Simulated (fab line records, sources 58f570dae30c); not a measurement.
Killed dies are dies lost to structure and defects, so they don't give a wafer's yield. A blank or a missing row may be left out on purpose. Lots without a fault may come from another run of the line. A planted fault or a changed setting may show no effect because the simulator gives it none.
Problem report in the 8D (eight disciplines) form, filled by code | flow berkeley_cmos170 | the parts of the form that need people (team, actions taken, sign-off) are left out

1. THE PROBLEM
beam_energy_keV at UCB170_PLDD_IMPLANT_08 reads a mean of 9.1331 on 9 wafers of 3 lots; wafers without a fault read 9.9993 with a standard deviation of 0.0025. That is -99 or more standard deviations from the usual mean.
First seen on wafer L618.2, day 9 21:27, on implanter-03. The record holds 21 wafers of 7 lots with a number at this step. Rule for "out", or "out of limits": more than 4 standard deviations from the usual mean. The other wafers with a number count as sound.

2. WHAT IT IS AND WHAT IT IS NOT
question                    | is                     | is not
which readings at this step | beam_energy_keV        | -
which lots                  | L618, L620, L621       | L612, L615, L625, L630
which wafers of those lots  | all that have a number | -
read on which tools         | implanter-03           | implanter-01, implanter-02
when                        | from day 9 21:27       | up to then (6 sound wafers); but 6 sound wafers of L625, L630 came after

3. SUSPECTS, AND WHAT RULES EACH OUT
Counting: a tool at a process step up to the reading stays a suspect if it ran every lot that is out and no sound lot after the first of them.
- implanter-03 at UCB170_PLDD_IMPLANT_08: kept. It ran every lot that is out, first L618 (day 9 21:27), and no sound lot after that; its last sound lot up to then is L615 (day 9 09:16). Its own readings are out on those wafers: beam_energy_keV.
Left after counting: implanter-03 at UCB170_PLDD_IMPLANT_08.

4. THE CAUSE (what the simulator had put in)
Process parameter drift: implanter-03, from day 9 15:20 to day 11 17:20, at UCB170_PLDD_IMPLANT_08. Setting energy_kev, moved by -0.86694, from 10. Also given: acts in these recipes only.
Counting left only this tool.

5. THE CHAIN OF EFFECTS, in route order
Each row: a reading whose mean over the struck wafers that have a number lies more than 3 standard deviations from the usual. Only readings for which the record gives a usual standard deviation are gone through. hours: the time from each lot's start at the first step in this table that gives one to its start at this step, as a median over the lots. sigmas: the change in usual standard deviations.
hours | step                   | reading            | usual  | on struck wafers | change  | sigmas
0     | UCB170_PLDD_IMPLANT_08 | beam_energy_keV    | 9.9993 | 9.1331           | -0.8662 | -99 or more
0     | UCB170_PLDD_IMPLANT_08 | beam_on_s          | 10.4 s | 12.8             | +2.4    | +4.0
0     | UCB170_PLDD_IMPLANT_08 | faraday_current_uA | 152    | 124              | -28     | -3.4
The process steps in it:
- UCB170_PLDD_IMPLANT_08

6. WHAT WOULD HAVE CAUGHT IT SOONER
In this record the first reading out of limits was taken at day 9 21:27, 6 hours after the fault began at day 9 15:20.
